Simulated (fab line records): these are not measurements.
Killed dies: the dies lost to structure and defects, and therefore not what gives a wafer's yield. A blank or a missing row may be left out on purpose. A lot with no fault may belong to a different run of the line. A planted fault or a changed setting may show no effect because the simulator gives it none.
Struck lot and sound lot, side by side ; flow ritCmos ; 29 out of 202 route steps
Sound: wafers L227.2, L227.4, L227.6. Wafers L233.1, L233.3, L233.5 were the ones struck. The cause comes at the end.
Per side, at each step with rows, come the tool, then ch with its chambers, and then its first start. Under that, the readings that differ: sound wafers ; struck wafers ; difference of the means ; sigmas: that difference in standard deviations of wafers without a fault.
alike: readings whose means differ by less than 2 such deviations, and words and numbers that are the same on both sides. not compared: withheld readings, readings that some wafer has no value for, bounds like >300 that may hide the same value, and numbers for which the record gives no deviation and whose values overlap.
Wherever a step has rows on one side only, a row that says differs or no value, or a row with sigmas, the two part there. Numbers that have no deviation but don't overlap get no sigmas and don't part them. A reading missing from all wafers of one side parts the sides only when that side holds two or more wafers.

RIT_SDANNEAL_RTA_03: time 5 s.
  sound on rtpAnneal-01 ch 0, day 4 13:33; struck on rtpAnneal-01 ch 0, day 5 19:10
  alike: wafer_temp_C_max
RIT_SDANNEAL_RS_MEAS_04: the measuring method here is four-point-probe.
  struck on filmMetro-04, day 5 19:13; sound on filmMetro-04, day 4 13:37
  alike: PSD_RS
RIT_SDANNEAL_RS_MEAS_05: the measuring method here is four-point-probe.
  struck on filmMetro-04, day 5 19:20; sound on filmMetro-04, day 4 13:44
  alike: NSD_RS
RIT_SDANNEAL_RS_MEAS_06: the measuring method here is four-point-probe.
  struck on filmMetro-04, day 5 19:27; sound on filmMetro-04, day 4 13:52
  alike: PLDD_RS
RIT_SDANNEAL_RS_MEAS_07: the measuring method here is four-point-probe.
  struck on filmMetro-04, day 5 19:34; sound on filmMetro-04, day 4 13:59
  alike: NLDD_RS
then, 1 step without rows for these wafers: RIT_SILICIDE_WET_ETCH_00 (etches SiO2 in BOE, target depth 14 nm, time 15 s).
RIT_SILICIDE_SPUTTER_01: material Ti, target thk 30 nm, time 240 s.
  struck on pvdSputter-02, day 5 19:43; sound on pvdSputter-03, day 4 14:05
  alike: cathodeDcPowerW, throttleValvePct
RIT_SILICIDE_RS_MEAS_02: the measuring method here is four-point-probe.
  struck on filmMetro-02, day 5 19:53; sound on filmMetro-01, day 4 14:16
  alike: SILICIDE_TI_RS
RIT_SILICIDE_THK_MEAS_03: measures by xrf.
  struck on filmMetro-02, day 5 20:00; sound on filmMetro-01, day 4 14:22
  alike: SILICIDE_TI_THK
RIT_SILICIDE_RTA_04: time 10 s, ramp up 5 s, ramp down 5 s.
  sound on rtpAnneal-02 ch 0, day 4 14:26; struck on rtpAnneal-02 ch 0, day 5 20:04
  alike: wafer_temp_C_max
then, 1 step without rows for these wafers: RIT_SILICIDE_WET_ETCH_05 (etches Ti in SPM, time 120 s).
RIT_SILICIDE_RTA_06: time 10 s, ramp up 5 s, ramp down 10 s.
  sound on rtpAnneal-01 ch 0, day 4 14:32; struck on rtpAnneal-01 ch 0, day 5 20:10
  alike: wafer_temp_C_max
RIT_CONTACT_CVD_00: deposits SiO2 from TEOS, target thk 400 nm, time 61 s.
  sound on pecvd-04 ch 0,1, day 4 14:36; struck on pecvd-04 ch 0,1, day 5 20:14
reading;sound;struck;difference;sigmas
model.SiO2_of_CONTACT_CVD_00.thkNm (nm);393.3 405.3 405.2;553.6 552.2 566.7;+156.2;
  alike: heaterPowerW
RIT_CONTACT_THK_MEAS_01:
  struck on filmMetro-04, day 5 20:17; sound on filmMetro-03, day 4 14:40
reading;sound;struck;difference;sigmas
CONTACT_TEOS_THK (nm);393 405 405;554 552 566;+156;+30
then, 6 steps without rows for these wafers: RIT_CONTACT_HMDS_02 (prime time 60 s); RIT_CONTACT_COAT_03 (resist thk 1000 nm); RIT_CONTACT_SOFTBAKE_04 (time 60 s); RIT_CONTACT_EXPOSE_05 (exposes mask M11, target cd 1000 nm); RIT_CONTACT_PEB_06; RIT_CONTACT_DEVELOP_07 (develop time 120 s).
RIT_CONTACT_CD_MEAS_08: target cd 1000 nm.
  struck on cdSem-01, day 5 21:19; sound on cdSem-01, day 4 15:42
  alike: cdNm
RIT_CONTACT_OVL_MEAS_09:
  struck on overlay-02, day 5 21:26; sound on overlay-01, day 4 15:48
reading;sound;struck;difference;sigmas
CONTACT_OVL (nm);-1.7 -3.4 -2.0;0.7 -0.4 0.8;+2.7;+2
then, 1 step without rows for these wafers: RIT_CONTACT_HARDBAKE_10 (time 60 s).
RIT_CONTACT_ETCH_11: etches SiO2 in CHF3/CF4/Ar, stops on TiSi2, target depth 480 nm, time 320 s.
  sound on rieDiel-04 ch 0,1,2, day 4 15:59; struck on rieDiel-04 ch 0,1, day 5 21:37
reading;sound;struck;difference;sigmas
model.etch.depthNm (nm);393.3 405.3 405.2;469.9 485 484.6;+78.6;
model.CONTACT.featureDepthNm (nm);393.3 405.3 405.2;469.9 485 484.6;+78.6;
  alike: drypumpMotorCurrentA, oesProductAu, throttleValvePct
  not compared: rfHoursCounterH
RIT_CONTACT_STRIP_12: strips in O2, time 180 s.
  sound on plasmaAsher-03 ch 0,1, day 4 16:11; struck on plasmaAsher-03 ch 1, day 5 21:49
  alike: drypumpMotorCurrentA
  not compared: rfHoursCounterH
RIT_CONTACT_CD_MEAS_90: target cd 1000 nm.
  struck on cdSem-02, day 5 21:59; sound on cdSem-01, day 4 16:22
  alike: cdNm
RIT_CONTACT_CLEAN_13: cleans in SC1, time 600 s.
  sound on wetBench-02 ch 2, day 4 16:28; struck on wetBench-02 ch 0, day 5 22:07
reading;sound;struck;difference;sigmas
model.SiO2_of_CONTACT_CVD_00.thkNm (nm);389.1 401.2 401.1;549.5 548.1 562.6;+156.3;
then, 1 step without rows for these wafers: RIT_CONTACT_CLEAN_14 (cleans in SC2, time 600 s).
RIT_M1_PROBE_99:
  struck on prober-02, day 6 02:36; sound on prober-02, day 4 20:55
reading;sound;struck;difference;sigmas
killed_at_M0_to_M3;0 0 1;0 0 0;+0;-4
killedAtContacts;0 0 0;257 259 248;+255;+99 or more
killedDies;9 10 3;264 264 264;+257;+86
killedOnRim;2 2 2;70 70 70;+68;+49
  alike: killedAtFrontEnd, killedOpen, killedShort

WHERE THEY PART
Earliest at RIT_CONTACT_THK_MEAS_01; latest, in this record, at RIT_M1_PROBE_99.

WHY: the cause the simulator had injected
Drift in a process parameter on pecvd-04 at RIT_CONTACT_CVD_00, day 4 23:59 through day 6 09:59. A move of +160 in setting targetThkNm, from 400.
